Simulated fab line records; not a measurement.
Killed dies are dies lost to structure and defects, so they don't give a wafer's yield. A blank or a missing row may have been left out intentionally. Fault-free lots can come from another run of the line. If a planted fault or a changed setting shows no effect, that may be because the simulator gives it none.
Which tool was responsible?	flow berkeley-cmos170	15 lots, 45 wafers sampled, at 5 steps of a route of 331

== WHAT EACH GAUGE READ, for each wafer ==
UCB170_PSD_TW_MEAS_10. Usual: PSD_TW typically reads 2345, with standard deviation 20.
lot	measured	on	PSD_TW	flag
L298	day 6 03:03	film-metro-04	2349 2362 2359	
L299	day 6 15:05	film-metro-04	2339 2362 2356	
L300	day 7 03:32	film-metro-03	2346 2340 2340	
L302	day 7 03:27	film-metro-04	2356 2350 2356	
L303	day 7 13:17	film-metro-03	30	OFF
L304	day 8 01:22	film-metro-01	30 30	OFF
L306	day 8 06:44	film-metro-01	30	OFF
L314	day 10 02:30	film-metro-04	2379 2373 2371	
L313	day 10 02:32	film-metro-01	2319 2345 2330	
L316	day 10 02:47	film-metro-03	2366 2357 2377	
L315	day 10 03:29	film-metro-04	2359 2366 2378	
L318	day 11 05:49	film-metro-01	2318 2337 2345	
L319	day 11 06:05	film-metro-04	2341 2344 2349	
L317	day 11 06:55	film-metro-01	2332 2333 2333	
L321	day 12 00:26	film-metro-03	2344 2351 2349	

UCB170_M2_OVL_MEAS_16. Usual: M2_OVL typically reads -2 nm, with standard deviation 4.5.
lot	measured	on	M2_OVL (nm)	flag
L298	day 6 23:10	overlay-02	-3 -5 -10	
L299	day 7 11:43	overlay-01	-3 -3 -5	
L300	day 8 02:25	overlay-01	-10 -10 0	
L302	day 8 02:10	overlay-02	-3 -4 -3	
L303	day 8 11:33	overlay-02	-2	
L304	day 9 00:56	overlay-02	6 -3	
L306	day 9 01:33	overlay-01	1	
L314	day 11 06:55	overlay-01	0 -5 -7	
L313	day 11 07:28	overlay-02	-5 0 -3	
L316	day 11 07:43	overlay-01	-2 -6 -5	
L315	day 11 06:28	overlay-01	-6 -11 -10	
L318	day 12 05:58	overlay-01	-1 2 2	
L319	day 12 06:38	overlay-01	-4 6 6	
L317	day 12 05:55	overlay-02	-2 -9 0	
L321	day 13 05:52	overlay-02	-3 -7 -4	

== EACH LOT AND THE TOOL THAT RAN IT (in order: tool; ch and the chambers of the sampled wafers; start) ==
lot	UCB170_NLDD_STRIP_10	UCB170_PSD_STRIP_09	UCB170_CONTACT_ETCH_18
L298	plasma-asher-01 ch 0,1, day 5 21:16	plasma-asher-02 ch 0,1, day 6 02:56	rie-diel-01 ch 0,1, day 6 23:10 or earlier
L299	plasma-asher-03 ch 0,1, day 6 06:59	plasma-asher-04 ch 0,1, day 6 14:59	rie-diel-04 ch 0,1,2, day 7 11:43 or earlier
L300	plasma-asher-03 ch 0,1, day 6 21:47	plasma-asher-02 ch 1, day 7 03:25	rie-diel-04 ch 0,1, day 8 02:25 or earlier
L302	plasma-asher-02 ch 0,1, day 6 22:07	plasma-asher-03 ch 0,1, day 7 03:21	rie-diel-01 ch 0,1,3, day 8 02:10 or earlier
L303	plasma-asher-01 ch 0,1, day 7 05:46	plasma-asher-03 ch 0, day 7 13:12	rie-diel-04 ch 3, day 8 11:33 or earlier
L304	plasma-asher-01 ch 0,1, day 7 17:38	plasma-asher-04 ch 0, day 8 01:16	rie-diel-02 ch 1,3, day 9 00:56 or earlier
L306	plasma-asher-03 ch 0,1, day 8 00:26	plasma-asher-02 ch 1, day 8 06:39	rie-diel-04 ch 3, day 9 01:33 or earlier
L314	plasma-asher-02 ch 0,1, day 9 21:47	plasma-asher-04 ch 0,1, day 10 02:24	rie-diel-04 ch 1,2,3, day 11 06:55 or earlier
L313	plasma-asher-03 ch 0,1, day 9 22:02	plasma-asher-03 ch 0,1, day 10 02:26	rie-diel-04 ch 0,2,3, day 11 07:28 or earlier
L316	plasma-asher-02 ch 0,1, day 9 22:19	plasma-asher-02 ch 0,1, day 10 02:42	rie-diel-02 ch 0,1, day 11 07:43 or earlier
L315	plasma-asher-03 ch 0,1, day 9 22:31	plasma-asher-04 ch 0,1, day 10 03:23	rie-diel-02 ch 2,3, day 11 06:28 or earlier
L318	plasma-asher-01 ch 0,1, day 11 00:10	plasma-asher-03 ch 0,1, day 11 05:43	rie-diel-02 ch 0,1,3, day 12 05:58 or earlier
L319	plasma-asher-01 ch 0,1, day 11 00:40	plasma-asher-04 ch 0,1, day 11 05:59	rie-diel-02 ch 0,1, day 12 06:38 or earlier
L317	plasma-asher-02 ch 0,1, day 11 00:56	plasma-asher-02 ch 0,1, day 11 06:50	rie-diel-02 ch 0,1, day 12 05:55 or earlier
L321	plasma-asher-01 ch 0,1, day 11 18:05	plasma-asher-03 ch 0,1, day 12 00:20	rie-diel-04 ch 0,2, day 13 05:52 or earlier
- UCB170_NLDD_STRIP_10: strips in O2.
- UCB170_PSD_STRIP_09: strips in O2.
- UCB170_CONTACT_ETCH_18: etches PSG in CHF3/CF4/Ar, stops on TiSi2, target depth 840 nm, time 195 s.

== AS READ BY THE TOOLS THEMSELVES (means over the sampled wafers that have a number; for cases with no such wafer, the mark the record gives instead) ==
UCB170_NLDD_STRIP_10. Usual: chamber-pressure-mTorr 3500 mTorr, standard deviation 3.3; drypump-motor-current-A 5.7 A, standard deviation 0.59; oes-product-au 0.735 a.u., standard deviation 0.0046; strip-time-to-endpoint-s 21.64 s, standard deviation 0.063.
lot	tool	chamber-pressure-mTorr (mTorr)	drypump-motor-current-A (A)	oes-product-au (a.u.)	strip-time-to-endpoint-s (s)	flag
L298	plasma-asher-01	3498	6.0	0.740	21.62	
L299	plasma-asher-03	3501	6.1	0.734	21.72	
L300	plasma-asher-03	3500	6.1	0.736	21.72	
L302	plasma-asher-02	3499	5.3	0.737	21.63	
L303	plasma-asher-01	-	-	-	-	OFF
L304	plasma-asher-01	-	-	-	-	OFF
L306	plasma-asher-03	-	-	-	-	OFF
L314	plasma-asher-02	3498	5.3	0.737	21.69	
L313	plasma-asher-03	3500	6.1	0.734	21.57	
L316	plasma-asher-02	3502	5.3	0.734	21.70	
L315	plasma-asher-03	3503	6.0	0.734	21.60	
L318	plasma-asher-01	3499	5.5	0.734	21.60	
L319	plasma-asher-01	3501	6.1	0.731	21.72	
L317	plasma-asher-02	3500	5.3	0.732	21.59	
L321	plasma-asher-01	3499	5.5	0.736	21.56	

UCB170_PSD_STRIP_09. Usual: chamber-pressure-mTorr 3500 mTorr, standard deviation 3.3; drypump-motor-current-A 5.8 A, standard deviation 0.47; oes-product-au 0.600 a.u., standard deviation 0.0044; strip-time-to-endpoint-s 29.41 s, standard deviation 0.084.
lot	tool	chamber-pressure-mTorr (mTorr)	drypump-motor-current-A (A)	oes-product-au (a.u.)	strip-time-to-endpoint-s (s)	flag
L298	plasma-asher-02	3499	5.3	0.600	29.52	
L299	plasma-asher-04	3502	6.3	0.601	29.39	
L300	plasma-asher-02	3501	5.4	0.603	29.48	
L302	plasma-asher-03	3497	6.1	0.599	29.37	
L303	plasma-asher-03	3495	6.2	0.661	55.71	OFF
L304	plasma-asher-04	3498	6.6	0.667	55.71	OFF
L306	plasma-asher-02	3508	5.4	0.666	55.74	OFF
L314	plasma-asher-04	3500	6.2	0.594	29.42	
L313	plasma-asher-03	3500	6.0	0.602	29.41	
L316	plasma-asher-02	3497	5.3	0.601	29.35	
L315	plasma-asher-04	3501	6.2	0.604	29.43	
L318	plasma-asher-03	3500	6.1	0.602	29.41	
L319	plasma-asher-04	3502	6.3	0.599	29.46	
L317	plasma-asher-02	3502	5.3	0.603	29.34	
L321	plasma-asher-03	3499	6.2	0.600	29.56	

UCB170_CONTACT_ETCH_18. Usual: drypump-motor-current-A 5.7 A, standard deviation 0.45; oes-product-au 0.894 a.u., standard deviation 0.015; throttle-valve-pct 6.95 %, standard deviation 0.14.
lot	tool	drypump-motor-current-A (A)	oes-product-au (a.u.)	throttle-valve-pct (%)	flag
L298	rie-diel-01	6.2	0.888	6.74	
L299	rie-diel-04	5.7	0.885	7.02	
L300	rie-diel-04	5.6	0.886	7.06	
L302	rie-diel-01	6.1	0.890	6.87	
L303	rie-diel-04	5.8	0.877	6.96	
L304	rie-diel-02	5.7	0.905	6.87	
L306	rie-diel-04	5.8	0.876	6.97	
L314	rie-diel-04	5.8	0.882	7.04	
L313	rie-diel-04	5.8	0.886	6.99	
L316	rie-diel-02	5.6	0.912	7.05	
L315	rie-diel-02	5.6	0.898	6.77	
L318	rie-diel-02	5.6	0.904	6.94	
L319	rie-diel-02	5.5	0.900	7.04	
L317	rie-diel-02	5.5	0.905	7.07	
L321	rie-diel-04	5.7	0.888	6.98	

== THE ANSWER, worked out from the rows above alone ==
Rule: a lot counts as off when the mean over its wafers that have a number is more than 3 standard deviations away from the usual mean. A lot without any number at a reading at which 4 lots or more have one is off too. The other lots that the step has rows for count as sound. The gauges are gone through in route order, then the tools' own readings, and for those a lot's mean is taken as printed above. At the first step where some lot is off, the reading lying furthest off is the one used; lots without a number count as furthest.
Off: L303, L304, L306, at UCB170_PSD_TW_MEAS_10 (PSD_TW).
If a tool, at a process step before that reading, ran all the lots that are off and no sound lot after the first of them, it fits. Not tried: the gauges at UCB170_PSD_TW_MEAS_10; whatever is off there is also off at UCB170_NLDD_STRIP_10, on other tools, and gauge error can't account for it. Not one of the candidates tried fits.

== WHAT THE SIMULATOR HAD INSERTED ==
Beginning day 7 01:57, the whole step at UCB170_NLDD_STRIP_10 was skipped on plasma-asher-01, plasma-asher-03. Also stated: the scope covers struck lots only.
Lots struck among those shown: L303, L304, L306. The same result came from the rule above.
